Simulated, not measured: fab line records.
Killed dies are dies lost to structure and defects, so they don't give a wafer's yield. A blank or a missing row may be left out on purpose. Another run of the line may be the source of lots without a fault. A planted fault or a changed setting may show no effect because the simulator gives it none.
A struck lot beside a sound one :: flow rit-cmos :: 15 steps out of a route of 202
Sound: the wafers L336.4, L336.5, L336.6. Wafers L353.3, L353.4, L353.5 were the ones struck. The cause comes at the end.
Per side, at each step with rows, come the tool, then ch with its chambers, and then its first start. Under that, the readings that differ: sound wafers :: struck wafers :: difference of the means :: sigmas: that difference in standard deviations of wafers without a fault.
alike: a reading whose means differ by less than 2 such deviations, as well as words and numbers matching on both sides. not compared: withheld readings; readings where some wafer has no value; bounds like >300 that might hide an equal value; numbers whose values overlap and for which the record gives no deviation.
Wherever a step has rows on one side only, a row that says differs or no value, or a row with sigmas, the two part there. Numbers that have no deviation but don't overlap get no sigmas and don't part them. A reading that every wafer of one side lacks parts them only if that side has two wafers or more.

RIT_ACTIVE_THK_MEAS_04:
  sound: film-metro-02 at day 2 14:34; struck: film-metro-01 at day 6 04:16
  alike: ACTIVE_NITRIDE_THK
then, 6 steps without rows for these wafers: RIT_ACTIVE_HMDS_05 (prime time 60 s); RIT_ACTIVE_COAT_06 (resist thk 1000 nm); RIT_ACTIVE_SOFTBAKE_07 (time 60 s); RIT_ACTIVE_EXPOSE_08 (exposes mask M1, target cd 1400 nm); RIT_ACTIVE_PEB_09; RIT_ACTIVE_DEVELOP_10 (develop time 50 s).
RIT_ACTIVE_CD_MEAS_11: target cd 1400 nm.
  sound: cd-sem-01 at day 2 15:37; struck: cd-sem-02 at day 6 05:23
  alike: cd-nm
then, 1 step without rows for these wafers: RIT_ACTIVE_HARDBAKE_12 (time 60 s).
RIT_ACTIVE_ETCH_13: etches Si3N4 in SF6, stops on SiO2, time 210 s, target depth 210 nm.
  sound on rie-diel-02 ch 0,3, day 2 15:50; struck on rie-diel-01 ch 1,3, day 6 05:42
reading: throttle-valve-pct (%)
sound: 7.77 7.74 7.69
struck: 7.49 7.38 7.48
difference: -0.28
sigmas: -2
  alike: drypump-motor-current-A, oes-product-au
  not compared: rf-hours-counter-h
RIT_ACTIVE_STRIP_14: strips in O2, time 180 s.
  sound on plasma-asher-01 ch 0,1, day 2 16:02; struck on plasma-asher-03 ch 0,1, day 6 05:53
  alike: drypump-motor-current-A, rf-refl-power-W
  not compared: rf-hours-counter-h
RIT_ACTIVE_CD_MEAS_90: target cd 1400 nm.
  sound: cd-sem-01 at day 2 16:12; struck: cd-sem-02 at day 6 06:03
  alike: cd-nm
RIT_ACTIVE_CLEAN_15: cleans in SC1, time 600 s.
  sound on wet-bench-02 ch 2, day 2 16:16; struck on wet-bench-03 ch 1, day 6 06:08
reading: run-length-s (s)
sound: 626 626 626
struck: 679 679 679
difference: +53
sigmas: +17
  alike: bath-guard-temp-C
then, 2 steps without rows for these wafers: RIT_ACTIVE_CLEAN_16 (cleans in dHF, time 30 s); RIT_M1_PROBE_99.

WHERE THEY PART
Last at RIT_ACTIVE_CLEAN_15 as far as this record goes, first at RIT_ACTIVE_ETCH_13.

WHY: the cause the simulator had injected
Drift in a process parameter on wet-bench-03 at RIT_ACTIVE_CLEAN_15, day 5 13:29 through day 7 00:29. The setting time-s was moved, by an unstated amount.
